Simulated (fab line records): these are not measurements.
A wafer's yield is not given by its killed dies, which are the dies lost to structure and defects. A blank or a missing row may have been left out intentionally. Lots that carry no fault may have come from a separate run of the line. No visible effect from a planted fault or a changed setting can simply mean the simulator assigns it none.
fab line records ; flow ritCmos
record lots=7; wafers=21; lastDay=7
route steps=202 shown FOX1@21 FOX2@23 NWELL@28 PWELL@39 M1@202
lots that met no fault: taken from a fault-free run of the same line
startH: hours from the record's opening day to when the first of the lot's shown wafers began ; waitH: how many hours have passed since the lot's step before this one ; " repeats the value in the row above ; L1.1+2: a single row standing in for several wafers ; - no value, or no start given ; * or withheld: withheld ; < > ~ a bound
route shown NAME@n: a module of which the file shows steps, and the number in the route of the first ; usual: mean/standard deviation of fault-free wafers ; same: alike in all rows ; chamber/n: place in a boat ; sites: readings site by site ; _std_site: standard deviation across them ; _edge_site: outer sites' mean less inner sites' ; radiusMm: for every site, how far away it sits from the centre of the wafer ; mask NAME#n: copy n ; behind: the last tool/chamber to shape the wafer ; hold: why the lot was held/for how many hours/how that ended ; device: which transistor (n, p or np) failed to switch ; end of line: tests of these same wafers at the route's end ; where a step has no rows: the recipe by itself ; killed: the dies lost at the first sort to structure and to defects; this is not the yield of the wafer ; map: a wafer's dies, marking killed ones x, the rest . and places with no die _
set.NAME: the setting as run; set.NAME@STEP: as run at that earlier step ; model.NAME: the simulator's own value behind a step, which no gauge read
certain route steps with their lots: each step a table, each wafer a row
services: a tool's chamber out of use, with start hour (startH, from the record's first day; less than 0 if before it), hours out, and reason
## steps
# step RIT_FOX1_THK_MEAS_01
# recipe reads=SiO2_of_FOX1_OXIDATION_00
# usual FOX1_OXIDE_THK=330/7
lot.wafer;tool;chamber;startH;waitH;FOX1_OXIDE_THK[nm]
L681.1;filmMetro-03;-;33.27;0.0;331
L681.3;filmMetro-03;-;33.27;0.0;330
L681.4;filmMetro-03;-;33.27;0.0;333
L682.1;filmMetro-03;-;38.54;0.0;324
L682.2;filmMetro-03;-;38.54;0.0;320
L682.6;filmMetro-03;-;38.54;0.0;320
L689.2;filmMetro-02;-;73.59;0.0;336
L689.3;filmMetro-02;-;73.59;0.0;327
L689.5;filmMetro-02;-;73.59;0.0;331
L690.1;filmMetro-01;-;78.77;0.0;328
L690.2;filmMetro-01;-;78.77;0.0;322
L690.5;filmMetro-01;-;78.77;0.0;323
L692.1;filmMetro-03;-;90.24;0.0;331
L692.2;filmMetro-03;-;90.24;0.0;336
L692.6;filmMetro-03;-;90.24;0.0;335
L699.1;filmMetro-01;-;123.94;0.0;343
L699.2;filmMetro-01;-;123.94;0.0;340
L699.6;filmMetro-01;-;123.94;0.0;339
L700.1;filmMetro-01;-;128.04;0.0;335
L700.4;filmMetro-01;-;128.04;0.0;334
L700.6;filmMetro-01;-;128.04;0.0;337
# step RIT_FOX1_WET_ETCH_02
# recipe chemistry=BOE; targetDepthNm=350; timeS=390; tempC=21.5; dry=n2Spin; dilution=10:1; target=SiO2
# step RIT_FOX2_OXIDATION_00
# recipe tempC=1100; ambient=H2O; targetThkA=3507; pH2oTorr=720; oxTimeS=1130
# step RIT_FOX2_THK_MEAS_01
# recipe reads=SiO2_of_FOX2_OXIDATION_00
# usual FOX2_OXIDE_THK=350/6.4
lot.wafer;tool;chamber;startH;waitH;FOX2_OXIDE_THK[nm]
L681.1;filmMetro-04;-;34.76;0.0;357
L681.3;filmMetro-04;-;34.76;0.0;368
L681.4;filmMetro-04;-;34.76;0.0;357
L682.1;filmMetro-03;-;40.04;0.0;341
L682.2;filmMetro-03;-;40.04;0.0;348
L682.6;filmMetro-03;-;40.04;0.0;344
L689.2;filmMetro-03;-;76.01;0.0;338
L689.3;filmMetro-03;-;76.01;0.0;343
L689.5;filmMetro-03;-;76.01;0.0;343
L690.1;filmMetro-01;-;80.59;0.0;342
L690.2;filmMetro-01;-;80.59;0.0;344
L690.5;filmMetro-01;-;80.59;0.0;336
L692.1;filmMetro-03;-;92.07;0.0;357
L692.2;filmMetro-03;-;92.07;0.0;359
L692.6;filmMetro-03;-;92.07;0.0;357
L699.1;filmMetro-01;-;125.43;0.0;348
L699.2;filmMetro-01;-;125.43;0.0;347
L699.6;filmMetro-01;-;125.43;0.0;354
L700.1;filmMetro-03;-;129.54;0.0;353
L700.4;filmMetro-03;-;129.54;0.0;344
L700.6;filmMetro-03;-;129.54;0.0;352
# step RIT_FOX2_CLEAN_02
# recipe chemistry=dHF; dilution=50:1; timeS=180
# step RIT_FOX2_WET_ETCH_03
# recipe chemistry=H3PO4; target=Si3N4; targetDepthNm=195; tempC=165; timeS=2700
# step RIT_FOX2_THK_MEAS_90
# recipe reads=SiO2_of_FOX2_OXIDATION_00
# usual FIELD_OXIDE_LEFT_1_THK=322/6.5
lot.wafer;tool;chamber;startH;waitH;FIELD_OXIDE_LEFT_1_THK[nm]
L681.1;filmMetro-04;-;35.64;0.0;330
L681.3;filmMetro-04;-;35.64;0.0;341
L681.4;filmMetro-04;-;35.64;0.0;330
L682.1;filmMetro-03;-;40.91;0.0;314
L682.2;filmMetro-03;-;40.91;0.0;321
L682.6;filmMetro-03;-;40.91;0.0;317
L689.2;filmMetro-03;-;76.89;0.0;311
L689.3;filmMetro-03;-;76.89;0.0;315
L689.5;filmMetro-03;-;76.89;0.0;316
L690.1;filmMetro-04;-;81.46;0.0;315
L690.2;filmMetro-04;-;81.46;0.0;316
L690.5;filmMetro-04;-;81.46;0.0;308
L692.1;filmMetro-04;-;92.95;0.0;329
L692.2;filmMetro-04;-;92.95;0.0;331
L692.6;filmMetro-04;-;92.95;0.0;330
L699.1;filmMetro-01;-;126.31;0.0;320
L699.2;filmMetro-01;-;126.31;0.0;319
L699.6;filmMetro-01;-;126.31;0.0;326
L700.1;filmMetro-03;-;130.41;0.0;325
L700.4;filmMetro-03;-;130.41;0.0;317
L700.6;filmMetro-03;-;130.41;0.0;325
# step RIT_NWELL_HMDS_00
# recipe primeTimeS=60; primeTempC=140
# step RIT_NWELL_COAT_01
# recipe resist=NOVOLAK; spinRpm=2000; resistThkNm=1300
# step RIT_NWELL_SOFTBAKE_02
# recipe resist=NOVOLAK; tempC=90; timeS=60
# step RIT_NWELL_EXPOSE_03
# recipe maskId=M2; na=0.57; targetCdNm=43900; doseMj=250
# step RIT_NWELL_PEB_04
# recipe resist=NOVOLAK; tempC=withheld; timeS=withheld
# step RIT_NWELL_DEVELOP_05
# recipe resist=NOVOLAK; developTimeS=68; devTempC=23
lot.wafer;tool;chamber;startH;waitH
L681.1+3+4;lithoTrack-04;0;36;-
L682.1+2+6;lithoTrack-02;0;41;-
L689.2+3+5;lithoTrack-04;0;77;-
L690.1+2+5;lithoTrack-04;0;82;-
L692.1+2+6;lithoTrack-04;0;93;-
L699.1+2+6;lithoTrack-01;0;127;-
L700.1+4+6;lithoTrack-01;0;131;-
# step RIT_NWELL_OVL_MEAS_06
# usual NWELL_OVL=1.3/1.5
lot.wafer;tool;chamber;startH;waitH;NWELL_OVL[nm]
L681.1;overlay-01;-;36.70;-;2.8
L681.3;overlay-01;-;36.70;-;1.3
L681.4;overlay-01;-;36.70;-;1.8
L682.1;overlay-01;-;41.98;-;2.2
L682.2;overlay-01;-;41.98;-;2.6
L682.6;overlay-01;-;41.98;-;1.8
L689.2;overlay-01;-;77.95;-;2.9
L689.3;overlay-01;-;77.95;-;1.9
L689.5;overlay-01;-;77.95;-;2.5
L690.1;overlay-01;-;82.53;-;2.4
L690.2;overlay-01;-;82.53;-;3.2
L690.5;overlay-01;-;82.53;-;2.3
L692.1;overlay-01;-;93.89;-;2.1
L692.2;overlay-01;-;93.89;-;2.4
L692.6;overlay-01;-;93.89;-;0.7
L699.1;overlay-01;-;127.37;-;5.1
L699.2;overlay-01;-;127.37;-;3.2
L699.6;overlay-01;-;127.37;-;5.8
L700.1;overlay-02;-;131.47;-;-0.2
L700.4;overlay-02;-;131.47;-;3.1
L700.6;overlay-02;-;131.47;-;1.0
# step RIT_NWELL_HARDBAKE_07
# recipe resist=NOVOLAK; tempC=140; timeS=120
# step RIT_NWELL_IMPLANT_08
# recipe species=P; energyKev=170; doseCm2=5e+13; tiltDeg=7
# step RIT_NWELL_STRIP_09
# recipe chemistry=O2; timeS=180; resist=NOVOLAK; platenTempC=withheld; powerW=500; pressureMtorr=4000; o2FlowSccm=4000
# usual chamberPressureMTorr=4000/3.5; drypumpMotorCurrentA=5.4/0.45; rfReflPowerW=7.1/0.81
# same timeS=180
lot.wafer;tool;chamber;startH;waitH;chamberPressureMTorr;drypumpMotorCurrentA;rfHoursCounterH;rfReflPowerW
L681.1;plasmaAsher-02;0;37.14;0.1;4001;5.4;41;7.2
L681.3;plasmaAsher-02;1;37.14;0.1;4004;5.1;-;7.1
L681.4;plasmaAsher-02;0;37.14;0.1;4000;5.4;-;7.0
L682.1;plasmaAsher-03;1;42.41;0.1;4002;5.5;39;8.4
L682.2;plasmaAsher-03;0;42.41;0.1;4001;5.3;39;8.0
L682.6;plasmaAsher-03;1;42.41;0.1;4004;5.5;-;8.6
L689.2;plasmaAsher-03;1;78.38;0.1;4001;5.5;43;8.7
L689.3;plasmaAsher-03;0;78.38;0.1;4000;5.3;-;7.3
L689.5;plasmaAsher-03;0;78.38;0.1;3999;5.3;-;7.4
L690.1;plasmaAsher-03;0;82.96;0.1;3995;5.3;43;7.6
L690.2;plasmaAsher-03;1;82.96;0.1;3999;5.6;43;8.5
L690.5;plasmaAsher-03;0;82.96;0.1;3998;5.3;-;7.5
L692.1;plasmaAsher-01;0;94.33;0.1;3996;4.9;32;6.3
L692.2;plasmaAsher-01;1;94.33;0.1;4000;6.4;32;6.4
L692.6;plasmaAsher-01;1;94.33;0.1;4001;6.4;-;6.2
L699.1;plasmaAsher-03;0;127.81;0.1;3992;5.3;1;7.5
L699.2;plasmaAsher-03;1;127.81;0.1;4002;5.5;1;8.6
L699.6;plasmaAsher-03;0;127.81;0.1;3999;5.3;-;7.6
L700.1;plasmaAsher-01;1;131.90;0.1;4003;6.4;36;6.4
L700.4;plasmaAsher-01;0;131.90;0.1;4002;4.9;-;6.3
L700.6;plasmaAsher-01;0;131.90;0.1;4001;4.9;-;6.0
# step RIT_NWELL_TW_MEAS_10
# usual NWELL_TW=2119/20
lot.wafer;tool;chamber;startH;waitH;NWELL_TW
L681.1;filmMetro-03;-;37.31;0.1;2109
L681.3;filmMetro-03;-;37.31;0.1;2112
L681.4;filmMetro-03;-;37.31;0.1;2103
L682.1;filmMetro-03;-;42.59;0.1;2095
L682.2;filmMetro-03;-;42.59;0.1;2104
L682.6;filmMetro-03;-;42.59;0.1;2110
L689.2;filmMetro-03;-;78.56;0.1;2061
L689.3;filmMetro-03;-;78.56;0.1;2049
L689.5;filmMetro-03;-;78.56;0.1;2053
L690.1;filmMetro-02;-;83.14;0.1;2072
L690.2;filmMetro-02;-;83.14;0.1;2074
L690.5;filmMetro-02;-;83.14;0.1;2055
L692.1;filmMetro-04;-;94.51;0.1;2037
L692.2;filmMetro-04;-;94.51;0.1;2035
L692.6;filmMetro-04;-;94.51;0.1;2031
L699.1;filmMetro-02;-;127.98;0.1;2148
L699.2;filmMetro-02;-;127.98;0.1;2163
L699.6;filmMetro-02;-;127.98;0.1;2158
L700.1;filmMetro-02;-;132.08;0.1;2148
L700.4;filmMetro-02;-;132.08;0.1;2161
L700.6;filmMetro-02;-;132.08;0.1;2149
# step RIT_PWELL_HMDS_00
# recipe primeTimeS=60; primeTempC=140
# step RIT_M1_PROBE_99
# usual killedAtContacts=0.1/0.25; killedAtFrontEnd=6/3.1; killedDies=6/3.1; killedOpen=2.9/2; killedShort=3.3/2
# same grossDies=264; killed_at_M0_to_M3=0; killed_at_M4_up=0; killedAtBackSide=0; killedAtOther=0
lot.wafer;tool;chamber;startH;waitH;killedAtContacts;killedAtFrontEnd;killedDies;killedOpen;killedShort
L681.1;prober-01;-;79.25;0.1;0;8;8;4;4
L681.3;prober-01;-;79.35;0.2;0;4;4;2;2
L681.4;prober-01;-;79.40;0.2;0;7;7;3;4
L682.1;prober-02;-;82.65;0.1;0;12;12;7;5
L682.2;prober-02;-;82.70;0.1;0;7;7;5;2
L682.6;prober-02;-;82.90;0.2;0;14;14;7;7
L690.1;prober-02;-;122.73;0.1;1;6;7;5;2
L690.2;prober-02;-;122.78;0.1;0;3;3;1;2
L690.5;prober-02;-;122.93;0.2;0;7;7;3;4
L699.1;prober-01;-;163.84;0.1;0;7;7;1;6
L699.2;prober-01;-;163.89;0.1;0;8;8;2;6
L699.6;prober-01;-;164.09;0.2;0;4;4;0;4
# killed by level:class
L681.1 FOX1:geometricParticle:short=2 FOX1:geometricParticle:open=2 GATE:geometricParticle:open=2 FOX2:geometricParticle:short=1 GATE:geometricParticle:short=1
L681.3 GATE:geometricParticle:short=2 GATE:geometricParticle:open=2
L681.4 FOX1:geometricParticle:open=2 FOX1:geometricParticle:short=2 GATE:geometricParticle:short=1 SILICIDE:geometricParticle:open=1 SILICIDE:geometricParticle:short=1
L682.1 GATE:geometricParticle:short=4 FOX1:geometricParticle:open=3 GATE:geometricParticle:open=3 FOX1:geometricParticle:short=1 SPACER:geometricParticle:open=1
L682.2 SILICIDE:geometricParticle:open=2 FOX1:geometricParticle:short=1 FOX1:geometricParticle:open=1 GATE:geometricParticle:open=1 REOX:geometricParticle:open=1 SILICIDE:geometricParticle:short=1
L682.6 SILICIDE:geometricParticle:short=4 FOX1:geometricParticle:open=3 GATE:geometricParticle:short=2 FOX1:geometricParticle:short=1 FOX2:geometricParticle:open=1 GATE:geometricParticle:open=1 REOX:geometricParticle:open=1 SILICIDE:geometricParticle:open=1
L690.1 GATE:geometricParticle:open=3 FOX1:geometricParticle:open=1 FOX2:geometricParticle:short=1 GATE:geometricParticle:short=1 CONTACT:geometricParticle:open=1
L690.2 FOX1:geometricParticle:open=1 FOX1:geometricParticle:short=1 GATE:geometricParticle:short=1
L690.5 GATE:geometricParticle:open=3 GATE:geometricParticle:short=2 SPACER:geometricParticle:short=1 SILICIDE:geometricParticle:short=1
L699.1 SPACER:geometricParticle:short=3 FOX2:geometricParticle:short=1 GATE:geometricParticle:short=1 GATE:geometricParticle:open=1 REOX:geometricParticle:short=1
L699.2 GATE:geometricParticle:short=4 GATE:geometricParticle:open=2 SILICIDE:geometricParticle:short=2
L699.6 REOX:geometricParticle:short=2 GATE:geometricParticle:short=1 SILICIDE:geometricParticle:short=1
## services
tool;chamber;startH;hours;kind
plasmaAsher-02;-;71.80;14.6;pm
plasmaAsher-03;-;88.64;1.2;repair
plasmaAsher-03;-;108.75;9.0;pm
plasmaAsher-03;0;108.75;9.0;ventCycle
plasmaAsher-03;1;108.75;9.0;ventCycle
plasmaAsher-03;0;117.75;-;clean
plasmaAsher-03;1;117.75;-;clean
## key
firstSign step=RIT_NWELL_TW_MEAS_10; reading=NWELL_TW; direction=down; sigmas=3.3; usual=2119; struck=2052
effect none on later readings
metAt RIT_NWELL_DEVELOP_05
struckWafers L689.2,L689.3,L689.5,L690.1,L690.2,L690.5,L692.1,L692.2,L692.6
testerLeftOut L689,L690,L692
onsetBetween 36 77
fault kind=processParameterDrift; tool=lithoTrack-04; chamber=-; onsetH=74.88; steps=RIT_NWELL_DEVELOP_05; channel=developTimeS; offset=*; shape=step; endH=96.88; actsIn=*; stated=*
# testerLeftOut: of these lots the tester's yield and bins aren't shown, on N5 and GAA mostly nor the transistor test; their killed dies are dies lost to structure and defects alone, not to doping, threshold or leakage, so they don't give the yield
